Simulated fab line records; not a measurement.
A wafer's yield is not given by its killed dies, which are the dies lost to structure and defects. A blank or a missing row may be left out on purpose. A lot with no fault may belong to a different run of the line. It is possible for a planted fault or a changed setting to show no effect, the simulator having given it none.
Struck lot and sound lot, side by side | flow rit-cmos | 17 out of 202 route steps
Sound: these wafers, L396.1, L396.5, L396.6. Wafers L403.1, L403.4, L403.6 were the ones struck. The cause is given at the end.
For every step that has rows: the tool of each side, followed by ch and its chambers, followed by its first start. Under that, the readings that differ: sound wafers | struck wafers | difference of the means | sigmas: that difference in standard deviations of wafers without a fault.
alike: same words and numbers on both sides, and readings whose means sit less than 2 such deviations apart. not compared: any withheld reading, any reading some wafer has no value for, any bound like >300 that may hide the same value, and any number with overlapping values for which the record gives no deviation.
A row with sigmas, a row that says differs or no value, or rows on one side alone: a step with any of these is where the two part. Numbers that don't overlap but have no deviation are shown without sigmas and don't part them. A reading that every wafer of one side lacks parts them only if that side has two wafers or more.

first, 1 step without rows for these wafers: RIT_PRETRO_DEVELOP_05 (develop time 68 s).
RIT_PRETRO_OVL_MEAS_06:
  sound on overlay-01 at day 3 23:17; struck on overlay-01 at day 5 09:01
  alike: PRETRO_OVL
then, 2 steps without rows for these wafers: RIT_PRETRO_HARDBAKE_07 (time 120 s); RIT_PRETRO_IMPLANT_08.
RIT_PRETRO_STRIP_09: strips in O2, time 180 s.
  sound on plasma-asher-04 ch 0,1, day 3 23:44; struck on plasma-asher-04 ch 0,1, day 5 09:39
  alike: drypump-motor-current-A
  not compared: rf-hours-counter-h
RIT_PRETRO_TW_MEAS_10:
  sound on film-metro-04 at day 3 23:54; struck on film-metro-03 at day 5 09:49
  alike: PRETRO_TW
then, 5 steps without rows for these wafers: RIT_GATE_WET_ETCH_00 (etches SiO2 in BOE, target depth 56 nm, time 60 s); RIT_GATE_CLEAN_01 (cleans in SC1, time 600 s); RIT_GATE_CLEAN_02 (cleans in dHF, time 30 s); RIT_GATE_CLEAN_03 (cleans in SC2, time 600 s); RIT_GATE_CLEAN_04 (cleans in dHF, time 60 s).
RIT_FOX2_THK_MEAS_91:
  sound on film-metro-03 at day 4 00:25; struck on film-metro-04 at day 5 10:23
  reading                     | sound       | struck      | difference | sigmas
  FIELD_OXIDE_LEFT_2_THK (nm) | 241 239 240 | 257 253 249 | +13        | +2
RIT_GATE_OXIDATION_05: target thk 3 nm, ox time 270 s.
  sound on furnace-04 ch 0, day 4 01:21; struck on furnace-04 ch 0, day 5 11:03
  reading                                     | sound             | struck            | difference | sigmas
  model.SiO2_of_GATE_OXIDATION_05.thk-nm (nm) | 2.973 2.946 2.911 | 3.359 3.356 3.443 | +0.443     |
  alike: zone-power-load-pct
then, 1 step without rows for these wafers: RIT_GATE_ANNEAL_06 (time 600 s).
RIT_GATE_THK_MEAS_07:
  sound on film-metro-04 at day 4 02:41; struck on film-metro-04 at day 5 12:23
  reading             | sound          | struck         | difference | sigmas
  GATE_OXIDE_THK (nm) | 2.92 2.95 2.85 | 3.37 3.33 3.46 | +0.48      | +8
then, 1 step without rows for these wafers: RIT_GATE_CVD_08 (deposits poly-Si from SiH4, target thk 250 nm, time 2220 s).
RIT_M1_PROBE_99:
  sound on prober-01 at day 5 02:12; struck on prober-02 at day 6 11:43
  reading                             | sound             | struck            | difference | sigmas
  model.etest.pmos_0p3.r-on-ohm-um    | 6107 6038 6008    | 7095 6967 7178    | +1029      |
  model.etest.pmos-turned.r-on-ohm-um | 3263 3212 3209    | 3852 3819 3850    | +612       |
  model.etest.pmos_0p15.r-on-ohm-um   | 2682 2618 2615    | 3125 3066 3088    | +455       |
  model.etest.nmos_0p3.r-on-ohm-um    | 2161 2146 2114    | 2384 2363 2389    | +238       |
  model.etest.nmos_0p15.r-on-ohm-um   | 1142 1134 1116    | 1232 1216 1206    | +87        |
  model.etest.nmos_0p15.drive-ua-um   | 460.6 475.2 473.1 | 415.1 418.1 413.2 | -54.2      |
  model.etest.nmos-narrow.drive-ua-um | 228.7 232.3 235.6 | 192.2 190.6 187.8 | -42.0      |
  model.etest.nmos_0p3.drive-ua-um    | 226.8 230.4 229.8 | 194.5 193 189.4   | -36.7      |
  alike: killed-at-contacts, killed-at-front-end, killed-dies, killed-open, killed-short

## WHERE THEY PART
Earliest at RIT_FOX2_THK_MEAS_91; latest, in this record, at RIT_GATE_THK_MEAS_07. Later steps at which nothing parts them and some readings are alike: RIT_M1_PROBE_99.

WHY: the cause the simulator had injected
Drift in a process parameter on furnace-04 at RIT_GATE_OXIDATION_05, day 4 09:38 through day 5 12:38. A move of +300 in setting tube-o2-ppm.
